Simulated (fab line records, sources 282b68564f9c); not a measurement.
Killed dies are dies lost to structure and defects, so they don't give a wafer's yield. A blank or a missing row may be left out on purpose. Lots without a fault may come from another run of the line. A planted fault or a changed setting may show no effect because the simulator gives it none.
Which tool did it? | flow rit_cmos | 14 lots, 42 wafers sampled, at 2 steps of a route of 202

WHAT THE GAUGES READ, wafer by wafer
The record holds no reading of a measuring or inspecting step that can be judged against a usual standard deviation.

WHICH TOOL RAN EACH LOT (tool, then ch and the chambers of the sampled wafers, then the start)
lot  | RIT_GATE_ETCH_19                | RIT_M1_PROBE_99
L201 | rie_si-01 ch 0,1,2, day 2 14:25 | -
L202 | rie_si-02 ch 1,2,3, day 3 00:34 | -
L203 | rie_si-01 ch 0,1,2, day 3 02:34 | -
L204 | rie_si-02 ch 0,3, day 3 06:41   | -
L205 | rie_si-01 ch 0,1,3, day 3 12:41 | -
L207 | rie_si-01 ch 0,1,3, day 4 00:43 | -
L208 | rie_si-02 ch 1,2, day 4 02:04   | -
L209 | rie_si-01 ch 0,2, day 4 08:37   | -
L210 | rie_si-02 ch 1,2,3, day 4 17:01 | -
L211 | rie_si-01 ch 1,3, day 4 19:03   | -
L214 | rie_si-02 ch 0,2, day 5 16:47   | -
L215 | rie_si-01 ch 0,1,2, day 5 17:02 | -
L220 | rie_si-02 ch 1,2,3, day 7 14:13 | prober-01, day 8 13:56
L222 | rie_si-02 ch 0,1,2, day 7 17:40 | prober-01, day 8 16:25
- RIT_GATE_ETCH_19: etches poly-Si in SF6/CHF3/O2, stops on SiO2, time 165 s, target depth 312.5 nm.
- RIT_M1_PROBE_99

WHAT THE TOOLS THEMSELVES READ (means of the sampled wafers that have a number; where no wafer has one, the mark that the record gives instead)
RIT_GATE_ETCH_19.
lot  | tool      | O2_flow_sccm (sccm) | drypump_motor_current_A (A) | oes_product_au (a.u.) | rf_fwd_power_W (W) | throttle_valve_pct (%)
L201 | rie_si-01 | 4.994               | 5.73                        | 0.843                 | 159.5              | 10.29
L202 | rie_si-02 | 5.001               | 5.50                        | 0.857                 | 159.0              | 10.22
L203 | rie_si-01 | 5.004               | 5.75                        | 0.847                 | 159.5              | 10.31
L204 | rie_si-02 | 5.015               | 5.41                        | 0.836                 | 159.4              | 10.23
L205 | rie_si-01 | 4.988               | 5.58                        | 0.841                 | 159.4              | 10.23
L207 | rie_si-01 | 4.995               | 5.59                        | 0.847                 | 158.7              | 10.23
L208 | rie_si-02 | 5.004               | 5.39                        | 0.864                 | 159.6              | 10.20
L209 | rie_si-01 | 5.009               | 5.83                        | 0.840                 | 159.5              | 10.27
L210 | rie_si-02 | 4.994               | 5.51                        | 0.848                 | 159.1              | 10.21
L211 | rie_si-01 | 5.004               | 5.48                        | 0.854                 | 159.4              | 10.24
L214 | rie_si-02 | 5.003               | 5.25                        | 0.840                 | 159.5              | 10.23
L215 | rie_si-01 | 5.014               | 5.73                        | 0.838                 | 159.4              | 10.30
L220 | rie_si-02 | 5.003               | 5.52                        | 0.800                 | 159.8              | 10.22
L222 | rie_si-02 | 5.000               | 5.47                        | 0.785                 | 160.0              | 10.19

RIT_M1_PROBE_99.
lot  | tool      | killed_at_contacts | killed_at_front_end | killed_dies | killed_on_rim | killed_open | killed_short
L220 | prober-01 | 0.0                | 264                 | 264         | 70.0          | 5.7         | 3.3
L222 | prober-01 | 0.0                | 264                 | 264         | 70.0          | 4.0         | 2.0

THE ANSWER, worked out from the rows above alone
Rule: what is usual is taken from the lots themselves. Put in order of their means at a reading, lots are off if they are a third of the lots or fewer, leave a main group of 4 or more, and stand apart from it by a gap of 3 or more times the standard deviation of the main group's means; of several such gaps the widest counts. A main group whose means are all the same, to the digits that the tables above print for the reading, isn't used. A lot without any number at a reading at which 4 lots or more have one is off too. The other lots that the step has rows for count as sound. The gauges are gone through in route order, then the tools' own readings, and for those a lot's mean is taken as printed above. The first step at which some lot is off is used, and at that step the reading that is off furthest; a lot without a number counts as furthest.
Off: L220, L222, at RIT_GATE_ETCH_19 (oes_product_au). The main group: mean 0.846 a.u., standard deviation 0.0081.
A tool fits if, at that step or a process step before it, it ran every lot that is off, and no sound lot after the first of them. One fits: rie_si-02 at RIT_GATE_ETCH_19. Its last sound lot is L214 (day 5 16:47), its first lot that is off L220 (day 7 14:13): a fault that began between those two fits.
The tool's own readings at RIT_GATE_ETCH_19 bear it out: on the lots that are off they differ by more than 5 times the standard deviation of the sound lots' means. oes_product_au reads 0.792 a.u. there against 0.846 a.u. on the sound lots.

WHAT THE SIMULATOR HAD PUT IN
Process parameter drift: rie_si-02, from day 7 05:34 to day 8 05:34, at RIT_GATE_ETCH_19. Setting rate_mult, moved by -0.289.
Lots struck among those shown: L220, L222. The rule above found the same.
